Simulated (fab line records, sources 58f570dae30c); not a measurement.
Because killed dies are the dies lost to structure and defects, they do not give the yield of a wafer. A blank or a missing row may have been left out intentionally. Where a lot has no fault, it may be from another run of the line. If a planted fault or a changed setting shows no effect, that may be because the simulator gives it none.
Struck lot and sound lot, side by side :: flow berkeleyCmos170 :: 15 steps out of a route of 331
Sound: the wafers L380.1, L380.3, L380.6. Struck: wafers L379.2, L379.6. (L379.3 of the same lot was not struck and is left out.) The cause comes at the end.
Per side, at each step with rows, come the tool, then ch with its chambers, and then its first start. Under that, the readings that differ: sound wafers :: struck wafers :: difference of the means :: sigmas: that difference in standard deviations of wafers without a fault.
alike: a reading whose means differ by less than 2 such deviations, as well as words and numbers matching on both sides. not compared: withheld readings; readings where some wafer has no value; bounds like >300 that might hide an equal value; numbers whose values overlap and for which the record gives no deviation.
Wherever a step has rows on one side only, a row that says differs or no value, or a row with sigmas, the two part there. Numbers that don't overlap but have no deviation are shown without sigmas and don't part them. Lack of a reading on every wafer of one side parts them only where that side has two or more wafers.

first, 5 steps without rows for these wafers: UCB170_M1_COAT_04 (resist thk 900 nm); UCB170_M1_SOFTBAKE_05 (time 60 s); UCB170_M1_EXPOSE_06 (exposes mask METAL1, target cd 700 nm); UCB170_M1_PEB_07; UCB170_M1_DEVELOP_08 (develop time 45 s).
UCB170_M1_CD_MEAS_09: the cd target is 700 nm.
  sound: cdSem-02 at day 12 21:34; struck: cdSem-02 at day 12 11:51
  alike: cdNm
UCB170_M1_OVL_MEAS_10:
  sound: overlay-01 at day 12 21:41; struck: overlay-02 at day 12 11:58
  alike: M1_OVL
UCB170_M1_ETCH_11: etches BARC in N2/H2.
  sound on rieDiel-01 ch 1,3, day 12 21:43; struck on rieDiel-01 ch 1, day 12 11:59
  alike: drypumpMotorCurrentA, oesProductAu, throttleValvePct
UCB170_M1_METAL_ETCH_12: etches Al in Cl2/BCl3, stops on PSG, target depth 780 nm, time 130 s.
  sound on rieMetal-02 ch 0,1, day 12 21:45; struck on rieMetal-03 ch 1, day 12 12:02
  alike: drypumpMotorCurrentA, oesProductAu, throttleValvePct
  not compared: rfHoursCounterH
UCB170_M1_STRIP_13: strips in O2.
  sound on plasmaAsher-02 ch 0,1, day 12 21:53; struck on plasmaAsher-04 ch 0,1, day 12 12:10
  alike: drypumpMotorCurrentA, oesProductAu
  not compared: rfHoursCounterH
UCB170_M1_CD_MEAS_90: the cd target is 700 nm.
  sound: cdSem-01 at day 12 21:59; struck: cdSem-01 at day 12 12:17
  alike: cdNm
then, 1 step without rows for these wafers: UCB170_M1_ANNEAL_14 (time 1200 s).
UCB170_V1_CVD_00: deposits SiO2 from TEOS/O2, target thk 2000 nm, time 250 s.
  sound on pecvd-01 ch 1,2, day 12 23:26; struck on pecvd-03 ch 2, day 12 13:43
reading: rfFwdPowerW (W)
sound: 547.2 549.0 547.2
struck: 480.1 483.2
difference: -66.2
sigmas: -41

reading: model.SiO2_of_V1_CVD_00.thkNm (nm)
sound: 2023 1996 2043
struck: 1931 1969
difference: -71
sigmas: 
  alike: heaterPowerW
UCB170_V1_THK_MEAS_01:
  sound: filmMetro-04 at day 12 23:38; struck: filmMetro-03 at day 12 13:53
reading: V1_TEOS_THK (nm)
sound: 2024 1997 2040
struck: 1932 1971
difference: -69
sigmas: -2
UCB170_M3_PROBE_99:
  only the struck wafers here have rows in the record (prober-02, day 13 03:49); the sound ones have none

== WHERE THEY PART ==
First at UCB170_V1_CVD_00; last, within this record, at UCB170_M3_PROBE_99.

WHY: the cause the simulator had injected
pecvd-03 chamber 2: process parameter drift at UCB170_V1_CVD_00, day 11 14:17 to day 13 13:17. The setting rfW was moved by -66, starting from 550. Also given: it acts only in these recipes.
